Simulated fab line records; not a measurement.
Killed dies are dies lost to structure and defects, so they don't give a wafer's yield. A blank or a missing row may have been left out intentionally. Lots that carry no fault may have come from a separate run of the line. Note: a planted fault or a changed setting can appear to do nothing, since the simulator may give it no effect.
A lot that was struck, set against a sound lot | flow rit cmos | 21 out of 202 route steps
Sound: wafers L920.2, L920.3, L920.6. Wafers struck: L926.2, L926.5, L926.6. The cause is given at the end.
Per side, at each step with rows, come the tool, then ch with its chambers, and then its first start. Under that, the readings that differ: sound wafers | struck wafers | difference of the means | sigmas: that difference in standard deviations of wafers without a fault.
alike: readings with means less than 2 such deviations apart, plus words and numbers identical on both sides. not compared: withheld readings, readings lacking a value on some wafer, bounds such as >300 that could conceal the same value, and numbers that have no deviation in the record and whose values overlap.
Wherever a step has rows on one side only, a row that says differs or no value, or a row with sigmas, the two part there. Non-overlapping numbers with no deviation appear without sigmas and do not part them. A reading that every wafer of one side lacks parts them only if that side has two wafers or more.

first, 3 steps without rows for these wafers: RIT_GATE_CLEAN_02 (cleans in dHF, time 30 s); RIT_GATE_CLEAN_03 (cleans in SC2, time 600 s); RIT_GATE_CLEAN_04 (cleans in dHF, time 60 s).
RIT_FOX2_THK_MEAS_91:
  sound on film metro-03 at day 4 11:36; struck on film metro-01 at day 5 22:22
  alike: FIELD_OXIDE_LEFT_2_THK
then, 2 steps without rows for these wafers: RIT_GATE_OXIDATION_05 (target thk 3 nm, ox time 270 s); RIT_GATE_ANNEAL_06 (time 600 s).
RIT_GATE_THK_MEAS_07:
  sound on film metro-03 at day 4 13:02; struck on film metro-02 at day 6 01:56
  reading             | sound          | struck         | difference | sigmas
  GATE_OXIDE_THK (nm) | 2.98 3.00 2.94 | 3.13 3.15 3.11 | +0.16      | +2
then, 1 step without rows for these wafers: RIT_GATE_CVD_08 (deposits poly-Si from SiH4, target thk 250 nm, time 2220 s).
RIT_GATE_THK_MEAS_09:
  sound on film metro-03 at day 4 14:43; struck on film metro-02 at day 6 03:37
  alike: GATE_POLY_THK
then, 3 steps without rows for these wafers: RIT_GATE_HMDS_10 (prime time 60 s); RIT_GATE_COAT_11 (resist thk 850 nm); RIT_GATE_SOFTBAKE_12 (time 60 s).
RIT_GATE_EXPOSE_13: exposes mask M6, target cd 150 nm.
  sound on iline stepper-02 ch 0, day 4 15:22; struck on iline stepper-02 ch 0, day 6 04:19
  reading | sound          | struck                  | difference | sigmas
  mask    | M6#0 M6#0 M6#0 | M6_R1#0 M6_R1#0 M6_R1#0 | differs    |
then, 2 steps without rows for these wafers: RIT_GATE_PEB_14; RIT_GATE_DEVELOP_15 (develop time 50 s).
RIT_GATE_CD_MEAS_16: target cd 150 nm.
  sound on cd sem-01 at day 4 16:00; struck on cd sem-01 at day 6 04:43
  reading    | sound             | struck            | difference | sigmas
  cd nm (nm) | 150.0 150.9 146.5 | 138.3 136.2 137.1 | -11.9      | -6
RIT_GATE_OVL_MEAS_17:
  sound on overlay-02 at day 4 16:07; struck on overlay-02 at day 6 04:49
  alike: GATE_OVL
then, 1 step without rows for these wafers: RIT_GATE_HARDBAKE_18 (time 60 s).
RIT_GATE_ETCH_19: etches poly-Si in SF6/CHF3/O2, stops on SiO2, time 165 s, target depth 312.5 nm.
  sound on rie si-02 ch 1,2,3, day 4 16:17; struck on rie si-02 ch 0,2,3, day 6 05:06
  reading               | sound           | struck            | difference | sigmas
  model.GATE.cd nm (nm) | 150 150.6 146.7 | 138.1 136.3 137.1 | -11.9      |
  alike: drypump motor current A, he backside leak sccm, oes product au, throttle valve pct
  not compared: rf hours counter h
RIT_GATE_STRIP_20: strips in O2, time 180 s.
  sound on plasma asher-01 ch 0,1, day 4 16:24; struck on plasma asher-01 ch 0,1, day 6 05:13
  alike: drypump motor current A
  not compared: rf hours counter h
RIT_M1_PROBE_99:
  sound on prober-01 at day 5 14:04; struck on prober-01 at day 7 05:01
  reading                             | sound             | struck            | difference | sigmas
  model.etest.pmos_0p15.r on ohm um   | 2818 2825 2618    | 2543 2494 2410    | -271       |
  model.etest.pmos turned.r on ohm um | 3515 3526 3267    | 3233 3149 3037    | -296       |
  model.etest.pmos_0p15.drive ua um   | 252.9 249 273.4   | 280.8 288.9 292.5 | +29.0      |
  model.etest.npoly line.line ohm um  | 166.6 166.1 174.2 | 192.9 193.7 196   | +25.2      |
  alike: killed at contacts, killed at front end, killed dies, killed open, killed short
  not compared: model.etest.pmos_0p3.r on ohm um, model.etest.nmos_0p15.r on ohm um, model.etest.nmos_0p3.r on ohm um, model.etest.nmos_0p15.drive ua um

## WHERE THEY PART
At RIT_GATE_THK_MEAS_07 first; at RIT_GATE_CD_MEAS_16 last (within this record only). Later steps at which nothing parts them and some readings are alike: RIT_GATE_OVL_MEAS_17, RIT_GATE_ETCH_19, RIT_GATE_STRIP_20, RIT_M1_PROBE_99.

WHY: what had been put in by the simulator
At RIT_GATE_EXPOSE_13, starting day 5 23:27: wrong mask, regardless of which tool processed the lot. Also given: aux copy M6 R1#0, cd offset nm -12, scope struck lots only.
